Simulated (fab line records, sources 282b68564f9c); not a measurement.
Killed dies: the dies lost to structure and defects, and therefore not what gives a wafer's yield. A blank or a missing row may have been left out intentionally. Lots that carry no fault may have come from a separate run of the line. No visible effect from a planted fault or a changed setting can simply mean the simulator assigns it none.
A lot that was struck, set against a sound lot || flow rit-cmos || 44 steps out of a route of 202
Sound: these wafers, L267.2, L267.4, L267.5. Struck: wafers L269.2, L269.3, L269.5. Last of all comes the cause.
For every step that has rows: the tool of each side, followed by ch and its chambers, followed by its first start. Under that, the readings that differ: sound wafers || struck wafers || difference of the means || sigmas: that difference in standard deviations of wafers without a fault.
alike: same words and numbers on both sides, and readings whose means sit less than 2 such deviations apart. not compared: any withheld reading, any reading some wafer has no value for, any bound like >300 that may hide the same value, and any number with overlapping values for which the record gives no deviation.
The two part at a step that has a row with sigmas, a row that says differs or no value, or rows on one side only. Numbers that have no deviation but don't overlap get no sigmas and don't part them. A reading that every wafer of one side lacks parts them only if that side has two wafers or more.

first, 3 steps without rows for these wafers: RIT_REOX_CLEAN_01 (cleans in dHF, time 30 s); RIT_REOX_CLEAN_02 (cleans in SC2, time 600 s); RIT_REOX_OXIDATION_03 (target thk 25.2 nm, ox time 5580 s).
RIT_REOX_THK_MEAS_04:
  sound: film-metro-04 at day 4 01:42; struck: film-metro-04 at day 4 07:46
  alike: REOX_OXIDE_THK
then, 6 steps without rows for these wafers: RIT_NLDD_HMDS_00 (prime time 60 s); RIT_NLDD_COAT_01 (resist thk 1000 nm); RIT_NLDD_SOFTBAKE_02 (time 60 s); RIT_NLDD_EXPOSE_03 (exposes mask M7, target cd 40700 nm); RIT_NLDD_PEB_04; RIT_NLDD_DEVELOP_05 (develop time 50 s).
RIT_NLDD_OVL_MEAS_06:
  sound: overlay-02 at day 4 02:37; struck: overlay-02 at day 4 08:45
  alike: NLDD_OVL
then, 1 step without rows for these wafers: RIT_NLDD_HARDBAKE_07 (time 60 s).
RIT_NLDD_IMPLANT_08:
  sound on implanter-04 ch 0, day 4 02:49; struck on implanter-04 ch 0, day 4 09:12
{"reading": "beam-energy-keV", "sound": "19.995 20.000 20.008", "struck": "26.001 25.994 26.000", "difference": "+5.997", "sigmas": "+99 or more"}
{"reading": "model.implant.rp-nm (nm)", "sound": "27.76 27.76 27.76", "struck": "33.19 33.19 33.19", "difference": "+5.43", "sigmas": ""}
{"reading": "model.implant.drp-nm (nm)", "sound": "12.97 12.97 12.97", "struck": "15.19 15.19 15.19", "difference": "+2.22", "sigmas": ""}
  alike: dose-ions-cm2, tilt-deg
RIT_NLDD_STRIP_09: strips in O2, time 180 s.
  sound on plasma-asher-04 ch 0,1, day 4 02:56; struck on plasma-asher-04 ch 0,1, day 4 09:19
  alike: drypump-motor-current-A, o2-flow-sccm
  not compared: rf-hours-counter-h
RIT_NLDD_TW_MEAS_10:
  sound: film-metro-01 at day 4 03:08; struck: film-metro-01 at day 4 09:31
{"reading": "NLDD_TW", "sound": "2522 2517 2503", "struck": "2719 2710 2717", "difference": "+201", "sigmas": "+18"}
then, 6 steps without rows for these wafers: RIT_PLDD_HMDS_00 (prime time 60 s); RIT_PLDD_COAT_01 (resist thk 1000 nm); RIT_PLDD_SOFTBAKE_02 (time 60 s); RIT_PLDD_EXPOSE_03 (exposes mask M8, target cd 40900 nm); RIT_PLDD_PEB_04; RIT_PLDD_DEVELOP_05 (develop time 50 s).
RIT_PLDD_OVL_MEAS_06:
  sound: overlay-02 at day 4 04:10; struck: overlay-02 at day 4 10:34
  alike: PLDD_OVL
then, 2 steps without rows for these wafers: RIT_PLDD_HARDBAKE_07 (time 60 s); RIT_PLDD_IMPLANT_08.
RIT_PLDD_STRIP_09: strips in O2, time 180 s.
  sound on plasma-asher-02 ch 0, day 4 04:29; struck on plasma-asher-04 ch 1, day 4 10:54
  alike: drypump-motor-current-A, o2-flow-sccm
  not compared: rf-hours-counter-h
RIT_PLDD_TW_MEAS_10:
  sound: film-metro-01 at day 4 04:41; struck: film-metro-02 at day 4 11:05
  alike: PLDD_TW
then, 4 steps without rows for these wafers: RIT_SPACER_CLEAN_00 (cleans in SC1, time 600 s); RIT_SPACER_CLEAN_01 (cleans in dHF, time 30 s); RIT_SPACER_CLEAN_02 (cleans in SC2, time 600 s); RIT_SPACER_CVD_03 (deposits Si3N4 from SiH2Cl2/NH3, target thk 250 nm, time 3300 s).
RIT_SPACER_THK_MEAS_04:
  sound: film-metro-01 at day 4 07:01; struck: film-metro-01 at day 4 13:25
  alike: SPACER_NITRIDE_THK
RIT_SPACER_ETCHBACK_05: etches Si3N4 in SF6/CHF3, stops on SiO2, target depth 250 nm, time 240 s.
  sound on rie-diel-04 ch 2,3, day 4 07:04; struck on rie-diel-04 ch 0,2,3, day 4 13:28
  alike: drypump-motor-current-A, oes-product-au, throttle-valve-pct
  not compared: rf-hours-counter-h
then, 6 steps without rows for these wafers: RIT_NSD_HMDS_00 (prime time 60 s); RIT_NSD_COAT_01 (resist thk 1000 nm); RIT_NSD_SOFTBAKE_02 (time 60 s); RIT_NSD_EXPOSE_03 (exposes mask M9, target cd 40700 nm); RIT_NSD_PEB_04; RIT_NSD_DEVELOP_05 (develop time 50 s).
RIT_NSD_OVL_MEAS_06:
  sound: overlay-01 at day 4 08:05; struck: overlay-02 at day 4 14:29
  alike: NSD_OVL
then, 2 steps without rows for these wafers: RIT_NSD_HARDBAKE_07 (time 60 s); RIT_NSD_IMPLANT_08.
RIT_NSD_STRIP_09: strips in O2, time 180 s.
  sound on plasma-asher-01 ch 0,1, day 4 08:29; struck on plasma-asher-02 ch 0, day 4 14:49
  alike: drypump-motor-current-A, o2-flow-sccm
  not compared: rf-hours-counter-h
RIT_SDANNEAL_RS_MEAS_07: uses a four-point probe to measure.
  sound: film-metro-01 at day 4 11:22; struck: film-metro-01 at day 4 17:50
{"reading": "NLDD_RS (ohm/sq)", "sound": "151.5 151.0 151.1", "struck": "146.4 146.8 146.5", "difference": -4.6, "sigmas": -8}
RIT_M1_PROBE_99:
  sound: prober-02 at day 4 18:41; struck: prober-02 at day 5 01:01
{"reading": "model.etest.nldd.rs-ohm-sq", "sound": "381 380.6 379.3", "struck": "288 293.2 292.1", "difference": -89, "sigmas": ""}
{"reading": "model.etest.nmos_0p15.r-on-ohm-um", "sound": "1116 1163 1162", "struck": "1072 1088 1057", "difference": -75, "sigmas": ""}
{"reading": "model.etest.nldd.line-ohm-um", "sound": "118.6 116.3 119.3", "struck": "90.23 91.59 91.82", "difference": -26.85, "sigmas": ""}
{"reading": "model.etest.nmos_0p3.off-log10-a-um", "sound": "-13 -12.85 -13.06", "struck": "-13.2 -13.12 -13.2", "difference": -0.2, "sigmas": ""}
{"reading": "model.etest.nmos-turned.isub-log10-a-um", "sound": "-7.211 -7.195 -7.159", "struck": "-7 -6.971 -6.995", "difference": "+0", "sigmas": ""}
{"reading": "model.etest.diode-nplus-pwell.bv-v (V)", "sound": "5.864 5.898 5.821", "struck": "6.072 6.031 6.095", "difference": "+0.205", "sigmas": ""}
{"reading": "model.etest.nmos_0p15.isub-log10-a-um", "sound": "-6.911 -7.04 -7.013", "struck": "-6.905 -6.866 -6.877", "difference": "+0.105", "sigmas": ""}
  alike: killed_at_M0_to_M3, killed-at-front-end, killed-dies, killed-open, killed-short
  not compared: model.etest.nmos_0p15.off-log10-a-um

## WHERE THEY PART
At RIT_NLDD_IMPLANT_08 first; at RIT_SDANNEAL_RS_MEAS_07 last (within this record only). Later steps at which nothing parts them and some readings are alike: RIT_M1_PROBE_99.

WHY: whatever the simulator had introduced
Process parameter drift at RIT_NLDD_IMPLANT_08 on implanter-04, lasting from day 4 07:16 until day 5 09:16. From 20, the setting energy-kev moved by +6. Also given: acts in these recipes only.
